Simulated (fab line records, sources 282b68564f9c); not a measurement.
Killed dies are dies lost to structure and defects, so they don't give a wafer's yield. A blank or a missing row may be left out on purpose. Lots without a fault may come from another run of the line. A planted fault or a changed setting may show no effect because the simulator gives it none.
A struck lot beside a sound one | flow rit_cmos | 34 steps out of a route of 202
Sound: wafers L382.1, L382.3, L382.5. Struck: wafers L383.2, L383.3, L383.6. The cause comes at the end.
At each step with rows: each side's tool, then ch and its chambers, then its first start. Under that, the readings that differ: sound wafers | struck wafers | difference of the means | sigmas: that difference in standard deviations of wafers without a fault.
alike: readings whose means differ by less than 2 such deviations, and words and numbers that are the same on both sides. not compared: withheld readings, readings that some wafer has no value for, bounds like >300 that may hide the same value, and numbers for which the record gives no deviation and whose values overlap.
The two part at a step that has a row with sigmas, a row that says differs or no value, or rows on one side only. Numbers that don't overlap but have no deviation are shown without sigmas and don't part them. A reading that every wafer of one side lacks parts them only if that side has two wafers or more.

first, 2 steps without rows for these wafers: RIT_SPACER_CLEAN_02 (cleans in SC2, time 600 s); RIT_SPACER_CVD_03 (deposits Si3N4 from SiH2Cl2/NH3, target thk 250 nm, time 3300 s).
RIT_SPACER_THK_MEAS_04:
  sound on film_metro-03, day 3 10:30; struck on film_metro-01, day 3 12:38
  reading                 | sound             | struck            | difference | sigmas
  SPACER_NITRIDE_THK (nm) | 248.7 247.6 247.1 | 250.5 251.6 256.2 | +5.0       | +2
RIT_SPACER_ETCHBACK_05: etches Si3N4 in SF6/CHF3, stops on SiO2, target depth 250 nm, time 240 s.
  sound on rie_diel-02 ch 0,1,2, day 3 10:34; struck on rie_diel-03 ch 0,2,3, day 3 12:41
  alike: chamber_pressure_mTorr, drypump_motor_current_A, oes_product_au, rf_fwd_power_W, throttle_valve_pct
  not compared: rf_hours_counter_h
then, 6 steps without rows for these wafers: RIT_NSD_HMDS_00 (prime time 60 s); RIT_NSD_COAT_01 (resist thk 1000 nm); RIT_NSD_SOFTBAKE_02 (time 60 s); RIT_NSD_EXPOSE_03 (exposes mask M9, target cd 40700 nm); RIT_NSD_PEB_04; RIT_NSD_DEVELOP_05 (develop time 50 s).
RIT_NSD_OVL_MEAS_06:
  sound on overlay-01, day 3 11:47; struck on overlay-02, day 3 13:56
  reading      | sound       | struck         | difference | sigmas
  NSD_OVL (nm) | 1.9 1.2 3.8 | -2.2 -3.3 -1.4 | -4.6       | -3
then, 1 step without rows for these wafers: RIT_NSD_HARDBAKE_07 (time 60 s).
RIT_NSD_IMPLANT_08:
  sound on implanter-03 ch 0, day 3 12:06; struck on implanter-03 ch 0, day 3 14:15
  reading            | sound                         | struck                         | difference | sigmas
  dose_ions_cm2      | 9.996e+14 9.999e+14 9.997e+14 | 1.17e+15 1.1701e+15 1.1682e+15 | +1.70e+14  | +99 or more
  faraday_current_uA | 3132 3101 3130                | 3618 3807 3647                 | +570       | +10
RIT_NSD_STRIP_09: strips in O2, time 180 s.
  sound on plasma_asher-03 ch 0,1, day 3 12:15; struck on plasma_asher-02 ch 1, day 3 14:23
  alike: chamber_pressure_mTorr, drypump_motor_current_A
  not compared: rf_hours_counter_h
RIT_NSD_TW_MEAS_10:
  sound on film_metro-01, day 3 12:25; struck on film_metro-04, day 3 14:34
  reading | sound          | struck         | difference | sigmas
  NSD_TW  | 3111 3114 3086 | 3190 3178 3207 | +88        | +4
then, 6 steps without rows for these wafers: RIT_PSD_HMDS_00 (prime time 60 s); RIT_PSD_COAT_01 (resist thk 1000 nm); RIT_PSD_SOFTBAKE_02 (time 60 s); RIT_PSD_EXPOSE_03 (exposes mask M10, target cd 40900 nm); RIT_PSD_PEB_04; RIT_PSD_DEVELOP_05 (develop time 50 s).
RIT_PSD_OVL_MEAS_06:
  sound on overlay-02, day 3 13:28; struck on overlay-01, day 3 15:35
  alike: PSD_OVL
then, 2 steps without rows for these wafers: RIT_PSD_HARDBAKE_07 (time 60 s); RIT_PSD_IMPLANT_08.
RIT_PSD_STRIP_09: strips in O2, time 180 s.
  sound on plasma_asher-03 ch 0, day 3 13:48; struck on plasma_asher-01 ch 0,1, day 3 15:55
  alike: chamber_pressure_mTorr, drypump_motor_current_A
  not compared: rf_hours_counter_h
RIT_PSD_TW_MEAS_10:
  sound on film_metro-03, day 3 13:58; struck on film_metro-03, day 3 16:07
  alike: PSD_TW
then, 3 steps without rows for these wafers: RIT_SDANNEAL_CLEAN_00 (cleans in SC1, time 600 s); RIT_SDANNEAL_CLEAN_01 (cleans in dHF, time 30 s); RIT_SDANNEAL_CLEAN_02 (cleans in SC2, time 600 s).
RIT_SDANNEAL_RTA_03: time 5 s.
  sound on rtp_anneal-01 ch 0, day 3 14:34; struck on rtp_anneal-02 ch 0, day 3 16:43
  alike: wafer_temp_C_max
RIT_SDANNEAL_RS_MEAS_04: measures by four-point-probe.
  sound on film_metro-01, day 3 14:38; struck on film_metro-01, day 3 16:47
  alike: PSD_RS
RIT_SDANNEAL_RS_MEAS_05: measures by four-point-probe.
  sound on film_metro-01, day 3 14:45; struck on film_metro-01, day 3 16:54
  reading         | sound             | struck            | difference | sigmas
  NSD_RS (ohm/sq) | 84.95 84.98 84.80 | 74.57 74.78 74.79 | -10.20     | -39
RIT_SDANNEAL_RS_MEAS_06: measures by four-point-probe.
  sound on film_metro-01, day 3 14:52; struck on film_metro-01, day 3 17:01
  alike: PLDD_RS
then, 1 step without rows for these wafers: RIT_M1_PROBE_99.

WHERE THEY PART
First at RIT_SPACER_THK_MEAS_04; last, within this record, at RIT_SDANNEAL_RS_MEAS_05. Later steps at which nothing parts them and some readings are alike: RIT_SDANNEAL_RS_MEAS_06.

WHY: what the simulator had put in
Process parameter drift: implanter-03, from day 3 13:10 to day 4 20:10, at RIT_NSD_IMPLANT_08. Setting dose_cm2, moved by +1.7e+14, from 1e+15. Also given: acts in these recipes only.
